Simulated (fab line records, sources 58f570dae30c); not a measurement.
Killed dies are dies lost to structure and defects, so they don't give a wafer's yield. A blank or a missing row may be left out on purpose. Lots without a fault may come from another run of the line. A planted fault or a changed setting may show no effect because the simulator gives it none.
Problem report in the 8D (eight disciplines) form, filled by code | flow berkeley_cmos170 | the parts of the form that need people (team, actions taken, sign-off) are left out

1. THE PROBLEM
PWELL_TW at UCB170_PWELL_TW_MEAS_17 reads a mean of 337.7 on 6 wafers of 2 lots; wafers without a fault read 378.0 with a standard deviation of 1.9. That is -21 standard deviations from the usual mean.
First seen on wafer L496.2, day 5 14:47, on film_metro-04. The record holds 42 wafers of 14 lots with a number at this step. Rule for "out", or "out of limits": more than 4 standard deviations from the usual mean. The other wafers with a number count as sound.

2. WHAT IT IS AND WHAT IT IS NOT
question                    | is                     | is not
which readings at this step | PWELL_TW               | -
which lots                  | L496, L499             | L485, L486, L487, L488, L490, L494, L500, L502, L503, L505, L506, L507
which wafers of those lots  | all that have a number | -
read on which gauges        | film_metro-04          | film_metro-02, film_metro-03
when                        | from day 5 14:47       | up to then (18 sound wafers); but 18 sound wafers of L500, L502, L503, L505, L506, L507 came after

3. SUSPECTS, AND WHAT RULES EACH OUT
Counting: a tool at a process step up to the reading stays a suspect if it ran every lot that is out and no sound lot after the first of them.
- the gauge at UCB170_PWELL_TW_MEAS_17: ruled out. All the wafers that are out were read on film_metro-04, but those of them that UCB170_PWELL_IMPLANT_15 has rows for are out there too, on other tools.
- implanter-01 at UCB170_PWELL_IMPLANT_15: kept. It ran every lot that is out, first L496 (day 5 14:33), and no sound lot after that; its last sound lot up to then is L494 (day 5 07:01). Its own readings are out on those wafers: dose_ions_cm2, faraday_current_uA.
Left after counting: implanter-01 at UCB170_PWELL_IMPLANT_15.

4. THE CAUSE (what the simulator had put in)
Process parameter drift: implanter-01, from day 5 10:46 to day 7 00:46, at UCB170_PWELL_IMPLANT_15. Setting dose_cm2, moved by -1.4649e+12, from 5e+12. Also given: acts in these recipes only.
Counting left only this tool.

5. THE CHAIN OF EFFECTS, in route order
Each row: a reading whose mean over the struck wafers that have a number lies more than 3 standard deviations from the usual. Only readings for which the record gives a usual standard deviation are gone through. hours: the time from each lot's start at the first step in this table that gives one to its start at this step, as a median over the lots. sigmas: the change in usual standard deviations.
hours | step                    | reading            | usual | on struck wafers | change | sigmas
0     | UCB170_PWELL_IMPLANT_15 | dose_ions_cm2      | 5e+12 | 4e+12            | -1e+12 | -99 or more
0     | UCB170_PWELL_IMPLANT_15 | faraday_current_uA | 15.8  | 11.1             | -4.7   | -15
0     | UCB170_PWELL_TW_MEAS_17 | PWELL_TW           | 378.0 | 337.7            | -40.3  | -21
The process steps in it:
- UCB170_PWELL_IMPLANT_15
Later measuring or inspecting steps at which every struck wafer that the step has a row for has a number for every such reading, and none has moved that far: UCB170_PFIELD_OVL_MEAS_06, UCB170_FIELD_THK_MEAS_02.

6. WHAT WOULD HAVE CAUGHT IT SOONER
In this record the first reading out of limits at a measuring or inspecting step was taken at day 5 14:47, 4 hours after the fault began at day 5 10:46.
The tool's own readings at UCB170_PWELL_IMPLANT_15 were out on every struck wafer that the step has a row for (dose_ions_cm2, faraday_current_uA): an alarm limit on them would have fired on the first of those.
Of the lots that are out (2), L499 began UCB170_PWELL_IMPLANT_15 on implanter-01 after day 5 14:47. A hold on the tool at that time would have spared it.
